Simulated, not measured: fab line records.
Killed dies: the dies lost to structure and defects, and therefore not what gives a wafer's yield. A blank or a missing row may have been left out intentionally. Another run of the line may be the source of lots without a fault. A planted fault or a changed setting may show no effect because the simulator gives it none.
Which tool is to blame? | flow ritCmos | 13 lots, 39 wafers sampled, at 2 steps of a route of 202

== WHAT THE GAUGES READ, wafer by wafer ==
The record lacks any reading of a measuring or inspecting step that a usual standard deviation could be used to judge.

== WHAT TOOL EACH LOT RAN ON (gives the tool, then ch and the chambers of the sampled wafers, and finally the start) ==
lot  | RIT_PWELL_EXPOSE_03               | RIT_M1_PROBE_99
L529 | ilineStepper-02 ch 0, day 1 21:29 | -
L530 | ilineStepper-01 ch 0, day 2 03:04 | -
L531 | ilineStepper-02 ch 0, day 2 08:19 | -
L534 | ilineStepper-01 ch 0, day 2 22:34 | -
L536 | ilineStepper-01 ch 0, day 3 09:16 | -
L537 | ilineStepper-01 ch 0, day 3 13:34 | prober-01, day 5 04:11
L538 | ilineStepper-01 ch 0, day 3 19:44 | prober-02, day 5 10:58
L539 | ilineStepper-02 ch 0, day 4 01:04 | prober-01, day 5 14:01
L542 | ilineStepper-02 ch 0, day 4 16:04 | prober-02, day 6 08:43
L545 | ilineStepper-02 ch 0, day 5 10:59 | prober-01, day 7 04:58
L549 | ilineStepper-02 ch 0, day 6 04:47 | -
L550 | ilineStepper-02 ch 0, day 6 08:25 | prober-02, day 8 01:59
L552 | ilineStepper-02 ch 0, day 6 20:06 | prober-02, day 8 11:07
- RIT_PWELL_EXPOSE_03: exposes mask M3, target cd 43700 nm.
- RIT_M1_PROBE_99

== WHAT THE TOOLS THEMSELVES READ (means of the sampled wafers that have a number; where no wafer has one, the mark that the record gives instead) ==
RIT_PWELL_EXPOSE_03.
lot  | tool            | focusOffsetNm (nm)
L529 | ilineStepper-02 | -0.1
L530 | ilineStepper-01 | -0.6
L531 | ilineStepper-02 | -0.1
L534 | ilineStepper-01 | 0.1
L536 | ilineStepper-01 | 0.0
L537 | ilineStepper-01 | 0.4
L538 | ilineStepper-01 | -0.7
L539 | ilineStepper-02 | -0.2
L542 | ilineStepper-02 | -0.0
L545 | ilineStepper-02 | 0.0
L549 | ilineStepper-02 | 0.0
L550 | ilineStepper-02 | 0.2
L552 | ilineStepper-02 | 0.6

RIT_M1_PROBE_99.
lot  | tool      | killedAtContacts | killedAtFrontEnd | killedDies | killedOnRim | killedOpen | killedShort
L537 | prober-01 | 0.0              | 5.7              | 5.7        | 2.3         | 2.7        | 3.0
L538 | prober-02 | 0.3              | 5.7              | 6.0        | 0.7         | 3.0        | 3.0
L539 | prober-01 | 0.0              | 8.0              | 8.0        | 2.3         | 4.0        | 4.0
L542 | prober-02 | 0.3              | 6.3              | 6.7        | 2.3         | 5.0        | 1.7
L545 | prober-01 | 0.0              | 5.3              | 5.3        | 1.0         | 2.0        | 2.3
L550 | prober-02 | 0.0              | 7.0              | 7.0        | 2.3         | 2.3        | 4.7
L552 | prober-02 | 0.0              | 4.3              | 4.3        | 1.0         | 1.3        | 3.0

== THE ANSWER, worked out from the rows above alone ==
Rule: usual is defined by the lots themselves. The widest of any qualifying gaps counts: lots, ordered by their means at a reading, are off when they make up no more than a third of the lots, leave a main group of 4 or more, and stand apart from it by 3 or more times the standard deviation of that group's means. If all means in a main group match to the digits the tables above print for the reading, that group is not used. A lot without any number at a reading at which 4 lots or more have one is off too. The other lots that the step has rows for count as sound. First the gauges in route order, then the tools' own readings, where a lot's mean is used as printed above. At the first step where some lot is off, the reading lying furthest off is the one used; lots without a number count as furthest.
Nothing can be told from this: no lot is off at any reading shown.

== WHAT THE SIMULATOR PUT IN ==
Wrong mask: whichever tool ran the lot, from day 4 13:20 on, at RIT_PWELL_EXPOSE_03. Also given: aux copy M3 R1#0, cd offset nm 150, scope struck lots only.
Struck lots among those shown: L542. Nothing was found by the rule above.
